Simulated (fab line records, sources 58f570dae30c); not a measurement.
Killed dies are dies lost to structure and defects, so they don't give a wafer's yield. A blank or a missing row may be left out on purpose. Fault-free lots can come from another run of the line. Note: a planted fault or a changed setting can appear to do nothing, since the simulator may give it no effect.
A single fault, viewed from 2 desks :: flow berkeley-cmos170 :: only its own numbers are on each desk; what lay behind them is given at the end

FROM THE METROLOGY DESK
Means of the sampled wafers that have a number, per lot and without regard to the tool the lot ran on: this is what the gauges read. Marked OUT: a lot whose mean sits more than 4 standard deviations from the usual mean, which makes it out of limits; the brackets give that distance.
Columns: A = INCOMING_BOW at UCB170_START_BOW_MEAS_00, usual 0 um; B = GATE_OVL at UCB170_GATE_OVL_MEAS_13, usual 4 nm; C = cd-nm at UCB170_NLDD_CD_MEAS_06, usual 1199.7 nm
lot: L210
first seen here: day 1 15:01
A: -3
B: -1
C: 1200.1

lot: L211
first seen here: day 1 20:00
A: -5
B: 4
C: 1199.5

lot: L212
first seen here: day 2 01:04
A: -4
B: 7
C: 1198.0

lot: L213
first seen here: day 2 06:00
A: 0
B: 2
C: 1201.0

lot: L215
first seen here: day 2 16:01
A: 4
B: -3
C: 1200.6

lot: L216
first seen here: day 2 21:02
A: 6
B: 6
C: 1198.9

lot: L221
first seen here: day 3 22:01
A: -3
B: 7
C: 1199.4

lot: L222
first seen here: day 4 03:00
A: 1
B: 10
C: 1200.8

lot: L223
first seen here: day 4 08:00
A: 2
B: 10
C: 1199.7

lot: L228
first seen here: day 5 09:00
A: 5
B: -5
C: 1200.1

lot: L229
first seen here: day 5 14:01
A: -1
B: 3
C: 1199.5

lot: L230
first seen here: day 5 19:00
A: 1
B: 9
C: 1200.7

lot: L231
first seen here: day 6 00:00
A: -1
B: 8
C: 1196.5

lot: L232
first seen here: day 6 05:01
A: 6
B: 1
C: 1199.6
This desk's finding: nothing out of limits on any of the 14 lots.

TOOL OWNER'S DESK, litho-track-02
At UCB170_NWELL_SOFTBAKE_08 (time 60 s), the tool's own readings, given per lot that ran on this tool as the mean of the sampled wafers with a number. Marked OUT: a lot whose mean sits more than 4 standard deviations from the usual mean, which makes it out of limits; the brackets give that distance.
Columns: A = run-length-s at UCB170_NWELL_SOFTBAKE_08, usual 89.21 s
lot: L211
first seen here: day 2 17:40
A: 89.24

lot: L215
first seen here: day 3 06:23
A: 89.21

lot: L216
first seen here: day 3 16:32
A: 89.23

lot: L221
first seen here: day 4 16:02
A: 89.19

lot: L222
first seen here: day 4 20:04
A: 91.61 (+16) OUT

lot: L223
first seen here: day 5 01:55
A: 91.61 (+16) OUT
This desk finds L222, L223 out of limits, L222 being first, at day 4 20:04 (run-length-s at UCB170_NWELL_SOFTBAKE_08). L211, L215, L216, L221: within limits.

ALL TOGETHER
The tool owner's desk could have raised an alarm at day 4 20:04, on L222, L223.
The metrology desk saw nothing out of limits.
The metrology desk has L222, L223 on record, within its limits.
All the named lots went through UCB170_NWELL_SOFTBAKE_08 on litho-track-02.

WHAT THE SIMULATOR HAD PUT IN
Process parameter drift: litho-track-02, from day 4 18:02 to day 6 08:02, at UCB170_NWELL_SOFTBAKE_08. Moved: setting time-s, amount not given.
Shown lots that were struck: L222, L223.
Each desk's first reading out of limits, in hours after the fault started: the tool owner's desk, 2.
